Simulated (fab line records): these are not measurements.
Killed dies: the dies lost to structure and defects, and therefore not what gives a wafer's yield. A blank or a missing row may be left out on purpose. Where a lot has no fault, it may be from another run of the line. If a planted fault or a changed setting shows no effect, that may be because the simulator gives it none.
Which tool was responsible? | flow rit-cmos | Sampling: 13 lots, 39 wafers, 6 of 202 route steps

WHAT EACH GAUGE READ, for each wafer
RIT_ACTIVE_THK_MEAS_04. Usual: ACTIVE_NITRIDE_THK typically reads 149.8 nm, with standard deviation 1.7.
lot  | measured    | on            | ACTIVE_NITRIDE_THK (nm) | flag
L267 | day 1 13:32 | film-metro-01 | 147.6 147.4 148.3       |
L268 | day 1 18:32 | film-metro-04 | 150.1 152.3 150.4       |
L269 | day 1 23:32 | film-metro-04 | 150.1 148.7 150.3       |
L270 | day 2 04:37 | film-metro-01 | 152.0 152.1 151.5       |
L271 | day 2 11:17 | film-metro-01 | 149.8 149.2 149.9       |
L272 | day 2 14:32 | film-metro-01 | 151.3 151.1 151.8       |
L274 | day 3 00:32 | film-metro-02 | 195.9 194.7 195.6       | OFF
L282 | day 4 17:14 | film-metro-01 | 148.5 149.2 149.9       |
L285 | day 5 09:43 | film-metro-04 | 150.5 149.9 149.5       |
L286 | day 5 13:37 | film-metro-04 | 148.4 151.3 150.2       |
L287 | day 5 18:23 | film-metro-02 | 149.5 149.1 149.3       |
L289 | day 6 04:25 | film-metro-02 | 150.0 150.3 150.0       |
L290 | day 6 13:49 | film-metro-02 | 150.8 150.5 150.3       |

RIT_PWELL_OVL_MEAS_06. Usual: PWELL_OVL typically reads 0.2 nm, with standard deviation 1.4.
lot  | measured    | on         | PWELL_OVL (nm) | flag
L267 | day 1 23:08 | overlay-01 | 2.8 -1.1 0.7   |
L268 | day 2 03:04 | overlay-01 | -0.9 -1.5 -1.2 |
L269 | day 2 08:49 | overlay-02 | -0.7 0.8 0.5   |
L270 | day 2 13:40 | overlay-01 | 1.4 2.2 -0.5   |
L271 | day 2 20:41 | overlay-01 | 1.5 0.8 -0.1   |
L272 | day 2 23:05 | overlay-01 | 0.1 0.9 -0.1   |
L274 | day 3 08:49 | overlay-01 | 0.0 0.5 1.5    |
L282 | day 5 02:42 | overlay-02 | 1.5 3.4 4.7    |
L285 | day 5 21:43 | overlay-02 | -1.8 -1.7 -1.3 |
L286 | day 6 01:01 | overlay-02 | -0.9 -0.4 -0.5 |
L287 | day 6 03:43 | overlay-01 | -0.4 -0.7 -1.7 |
L289 | day 6 17:07 | overlay-01 | 0.9 0.9 0.4    |
L290 | day 7 01:58 | overlay-01 | -0.4 -1.7 -1.2 |

RIT_GATE_THK_MEAS_07. Usual: GATE_OXIDE_THK typically reads 3.00 nm, with standard deviation 0.061.
lot  | measured    | on            | GATE_OXIDE_THK (nm) | flag
L267 | day 2 10:24 | film-metro-03 | 2.94 2.94 2.98      |
L268 | day 2 15:40 | film-metro-02 | 3.04 2.98 2.96      |
L269 | day 2 19:57 | film-metro-03 | 3.00 3.05 2.95      |
L270 | day 3 01:27 | film-metro-03 | 2.91 2.99 3.00      |
L271 | day 3 09:08 | film-metro-03 | 3.03 3.08 2.97      |
L272 | day 3 11:29 | film-metro-02 | 2.94 2.94 3.00      |
L274 | day 3 20:37 | film-metro-01 | 3.09 3.15 3.14      |
L282 | day 5 17:40 | film-metro-01 | 2.97 3.00 2.95      |
L285 | day 6 12:37 | film-metro-03 | 2.97 3.01 2.93      |
L286 | day 6 12:37 | film-metro-01 | 3.01 3.06 3.05      |
L287 | day 6 17:19 | film-metro-03 | 3.01 2.96 2.92      |
L289 | day 7 06:45 | film-metro-02 | 2.97 2.97 2.91      |
L290 | day 7 16:44 | film-metro-03 | 3.03 3.03 3.05      |

RIT_GATE_OVL_MEAS_17. Usual: GATE_OVL typically reads -0.3 nm, with standard deviation 1.3.
lot  | measured    | on         | GATE_OVL (nm)  | flag
L267 | day 2 13:23 | overlay-01 | 0.2 0.1 0.2    |
L268 | day 2 18:29 | overlay-01 | 0.3 -0.6 -1.4  |
L269 | day 2 22:55 | overlay-01 | -1.2 -1.6 -2.7 |
L270 | day 3 04:17 | overlay-01 | -0.2 0.7 -0.1  |
L271 | day 3 11:50 | overlay-02 | -0.4 0.3 -0.7  |
L272 | day 3 14:59 | overlay-01 | 0.5 0.8 0.2    |
L274 | day 3 23:26 | overlay-01 | -1.4 0.5 -2.8  |
L282 | day 5 21:50 | overlay-01 | -0.9 0.5 -1.4  |
L285 | day 6 16:50 | overlay-01 | -1.7 1.0 -2.2  |
L286 | day 6 16:35 | overlay-01 | -2.2 -0.2 0.1  |
L287 | day 6 20:01 | overlay-02 | 0.6 1.1 1.0    |
L289 | day 7 10:16 | overlay-01 | -2.8 -1.0 -2.0 |
L290 | day 7 19:34 | overlay-02 | 0.1 -1.5 -0.5  |

WHICH TOOL RAN EACH LOT (tool, then ch and the chambers of the sampled wafers, then the start)
lot  | RIT_ACTIVE_CVD_03          | RIT_ACTIVE_ETCH_13
L267 | lpcvd-02 ch 1, day 1 12:07 | rie-diel-03 ch 0,2,3, day 1 14:58
L268 | lpcvd-01 ch 0, day 1 17:07 | rie-diel-02 ch 2,3, day 1 19:43
L269 | lpcvd-02 ch 0, day 1 22:07 | rie-diel-03 ch 1,2, day 2 00:56
L270 | lpcvd-01 ch 1, day 2 03:11 | rie-diel-04 ch 0,2,3, day 2 05:55
L271 | lpcvd-02 ch 1, day 2 09:52 | rie-diel-04 ch 0,1,3, day 2 12:28
L272 | lpcvd-01 ch 1, day 2 13:07 | rie-diel-03 ch 0,1,2, day 2 15:43
L274 | lpcvd-01 ch 0, day 2 23:07 | rie-diel-02 ch 0,1, day 3 01:50
L282 | lpcvd-02 ch 0, day 4 15:07 | rie-diel-03 ch 0,2,3, day 4 18:31
L285 | lpcvd-02 ch 1, day 5 08:19 | rie-diel-03 ch 0,3, day 5 11:08
L286 | lpcvd-02 ch 1, day 5 12:12 | rie-diel-04 ch 1,2,3, day 5 14:48
L287 | lpcvd-02 ch 1, day 5 16:58 | rie-diel-02 ch 0,3, day 5 19:41
L289 | lpcvd-01 ch 0, day 6 03:00 | rie-diel-02 ch 1,3, day 6 05:44
L290 | lpcvd-01 ch 1, day 6 12:24 | rie-diel-03 ch 0,1,2, day 6 15:00
- RIT_ACTIVE_CVD_03: deposits Si3N4 from SiH2Cl2/NH3, target thk 150 nm, time 1500 s.
- RIT_ACTIVE_ETCH_13: etches Si3N4 in SF6, stops on SiO2, time 210 s, target depth 210 nm.

WHAT THE TOOLS THEMSELVES READ (means of the sampled wafers that have a number; where no wafer has one, the mark that the record gives instead)
RIT_ACTIVE_CVD_03. Usual: nh3-flow-sccm 149.9 sccm, standard deviation 0.48; spike-tc-centre-C 812.5 C, standard deviation 1; spike-tc-load-C 837.6 C, standard deviation 2.4; spike-tc-source-C 830.7 C, standard deviation 2.3; susceptor-temp-C 809.9 C, standard deviation 0.34; zone-power-source-pct 19.1 %, standard deviation 1.8.
lot  | tool     | nh3-flow-sccm (sccm) | spike-tc-centre-C (C) | spike-tc-load-C (C) | spike-tc-source-C (C) | susceptor-temp-C (C) | zone-power-source-pct (%) | flag
L267 | lpcvd-02 | 149.3                | 813.8                 | 838.4               | 832.3                 | 809.3                | 16.7                      |
L268 | lpcvd-01 | 149.6                | 813.2                 | 834.5               | 827.1                 | 809.7                | 19.0                      |
L269 | lpcvd-02 | 149.9                | 812.4                 | 840.1               | 832.5                 | 809.8                | 21.7                      |
L270 | lpcvd-01 | 150.2                | 811.9                 | 838.6               | 829.9                 | 810.1                | 20.0                      |
L271 | lpcvd-02 | 150.2                | 811.5                 | 838.8               | 832.7                 | 810.0                | 16.8                      |
L272 | lpcvd-01 | 149.8                | 812.5                 | 839.6               | 829.6                 | 810.4                | 19.8                      |
L274 | lpcvd-01 | 150.3                | 827.2                 | 849.6               | 842.6                 | 825.0                | 19.8                      | OFF
L282 | lpcvd-02 | 149.7                | 812.0                 | 840.4               | 834.2                 | 809.8                | 22.0                      |
L285 | lpcvd-02 | 149.9                | 813.0                 | 838.2               | 831.8                 | 810.2                | 16.8                      |
L286 | lpcvd-02 | 150.3                | 813.6                 | 838.2               | 832.3                 | 809.2                | 16.7                      |
L287 | lpcvd-02 | 149.8                | 813.2                 | 837.4               | 831.8                 | 809.7                | 16.7                      |
L289 | lpcvd-01 | 150.4                | 812.6                 | 834.9               | 828.9                 | 810.3                | 19.1                      |
L290 | lpcvd-01 | 150.3                | 812.4                 | 838.6               | 828.8                 | 810.2                | 19.8                      |

RIT_ACTIVE_ETCH_13. Usual: drypump-motor-current-A 5.6 A, standard deviation 0.37; oes-product-au 0.818 a.u., standard deviation 0.0099; rf-fwd-power-W 124.6 W, standard deviation 0.38; throttle-valve-pct 7.49 %, standard deviation 0.1.
lot  | tool        | drypump-motor-current-A (A) | oes-product-au (a.u.) | rf-fwd-power-W (W) | throttle-valve-pct (%) | flag
L267 | rie-diel-03 | 5.4                         | 0.805                 | 125.0              | 7.44                   |
L268 | rie-diel-02 | 5.8                         | 0.819                 | 124.6              | 7.47                   |
L269 | rie-diel-03 | 5.8                         | 0.819                 | 124.8              | 7.45                   |
L270 | rie-diel-04 | 5.5                         | 0.826                 | 124.7              | 7.53                   |
L271 | rie-diel-04 | 5.7                         | 0.824                 | 124.8              | 7.51                   |
L272 | rie-diel-03 | 5.5                         | 0.814                 | 124.5              | 7.42                   |
L274 | rie-diel-02 | 5.8                         | 0.955                 | 124.7              | 7.47                   | OFF
L282 | rie-diel-03 | 5.4                         | 0.812                 | 124.9              | 7.44                   |
L285 | rie-diel-03 | 5.3                         | 0.805                 | 124.4              | 7.52                   |
L286 | rie-diel-04 | 5.6                         | 0.821                 | 124.5              | 7.52                   |
L287 | rie-diel-02 | 5.7                         | 0.826                 | 124.7              | 7.47                   |
L289 | rie-diel-02 | 5.6                         | 0.827                 | 124.5              | 7.65                   |
L290 | rie-diel-03 | 5.5                         | 0.815                 | 124.8              | 7.43                   |

THE ANSWER, worked out from the rows above alone
Rule: lot off if the mean of its wafers having a number is beyond 3 standard deviations from the usual mean. A lot without any number at a reading at which 4 lots or more have one is off too. All remaining lots with rows at the step are treated as sound. After the gauges, taken in route order, come the tools' own readings; for these a lot's mean is taken, as printed above. The first step at which some lot is off is used, and at that step the reading that is off furthest; a lot without a number counts as furthest.
Off: L274, at RIT_ACTIVE_THK_MEAS_04 (ACTIVE_NITRIDE_THK).
A tool fits if, at a process step before that reading, it ran every lot that is off, and no sound lot after the first of them. The gauges at RIT_ACTIVE_THK_MEAS_04 aren't tried: what is off there is off at RIT_ACTIVE_CVD_03 too, on other tools, and a gauge's error can't cause that. None of those tried fits.

WHAT THE SIMULATOR HAD PUT IN
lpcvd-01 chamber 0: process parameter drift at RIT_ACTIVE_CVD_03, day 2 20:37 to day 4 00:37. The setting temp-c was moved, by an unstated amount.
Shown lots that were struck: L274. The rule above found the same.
